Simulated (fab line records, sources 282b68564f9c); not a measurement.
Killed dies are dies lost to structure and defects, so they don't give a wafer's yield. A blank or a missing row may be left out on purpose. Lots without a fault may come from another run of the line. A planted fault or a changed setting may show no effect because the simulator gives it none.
A struck lot beside a sound one | flow rit_cmos | 14 steps out of a route of 202
Sound: wafers L417.2, L417.5, L417.6. Struck: wafers L427.2, L427.3, L427.6. The cause comes at the end.
At each step with rows: each side's tool, then ch and its chambers, then its first start. Under that, the readings that differ: sound wafers | struck wafers | difference of the means | sigmas: that difference in standard deviations of wafers without a fault.
alike: readings whose means differ by less than 2 such deviations, and words and numbers that are the same on both sides. not compared: withheld readings, readings that some wafer has no value for, bounds like >300 that may hide the same value, and numbers for which the record gives no deviation and whose values overlap.
The two part at a step that has a row with sigmas, a row that says differs or no value, or rows on one side only. Numbers that don't overlap but have no deviation are shown without sigmas and don't part them. A reading that every wafer of one side lacks parts them only if that side has two wafers or more.

RIT_CONTACT_STRIP_12: strips in O2, time 180 s.
  sound on plasma_asher-01 ch 0,1, day 3 07:49; struck on plasma_asher-04 ch 0,1, day 5 08:20
  alike: drypump_motor_current_A
  not compared: rf_hours_counter_h
RIT_CONTACT_CD_MEAS_90: target cd 1000 nm.
  sound on cd_sem-01, day 3 08:01; struck on cd_sem-01, day 5 08:32
  alike: cd_nm
then, 2 steps without rows for these wafers: RIT_CONTACT_CLEAN_13 (cleans in SC1, time 600 s); RIT_CONTACT_CLEAN_14 (cleans in SC2, time 600 s).
RIT_M1_SPUTTER_00: material Al, target thk 400 nm, time 500 s.
  sound on pvd_sputter-04, day 3 08:29; struck on pvd_sputter-04, day 5 08:59
  alike: chamber_pressure_pa, substrate_temp_c, throttle_valve_pct
RIT_M1_RS_MEAS_01: measures by four-point-probe.
  sound on film_metro-01, day 3 08:48; struck on film_metro-01, day 5 09:18
  alike: M1_AL_RS
RIT_M1_THK_MEAS_02: measures by xrf.
  sound on film_metro-01, day 3 08:55; struck on film_metro-01, day 5 09:25
  alike: M1_AL_THK
then, 5 steps without rows for these wafers: RIT_M1_HMDS_03 (prime time 60 s); RIT_M1_COAT_04 (resist thk 1310 nm); RIT_M1_SOFTBAKE_05 (time 60 s); RIT_M1_EXPOSE_06 (exposes mask M12, target cd 2600 nm); RIT_M1_PEB_07.
RIT_M1_DEVELOP_08: develop time 70.86 s.
  sound on litho_track-04 ch 0, day 3 09:00; struck on litho_track-03, day 5 10:00
  no value came back on the struck wafers for chill_plate_temp_C (C), develop_time_s (s); on the sound wafers chill_plate_temp_C (C) reads 22.78 22.78 22.95
RIT_M1_CD_MEAS_09: target cd 2600 nm.
  sound on cd_sem-02, day 3 09:59; struck on cd_sem-02, day 5 10:29
  reading    | sound                | struck | difference                    | sigmas
  cd_nm (nm) | 2601.3 2600.1 2600.2 | - - -  | no value on the struck wafers |

WHERE THEY PART
First at RIT_M1_DEVELOP_08; last, within this record, at RIT_M1_CD_MEAS_09.

WHY: what the simulator had put in
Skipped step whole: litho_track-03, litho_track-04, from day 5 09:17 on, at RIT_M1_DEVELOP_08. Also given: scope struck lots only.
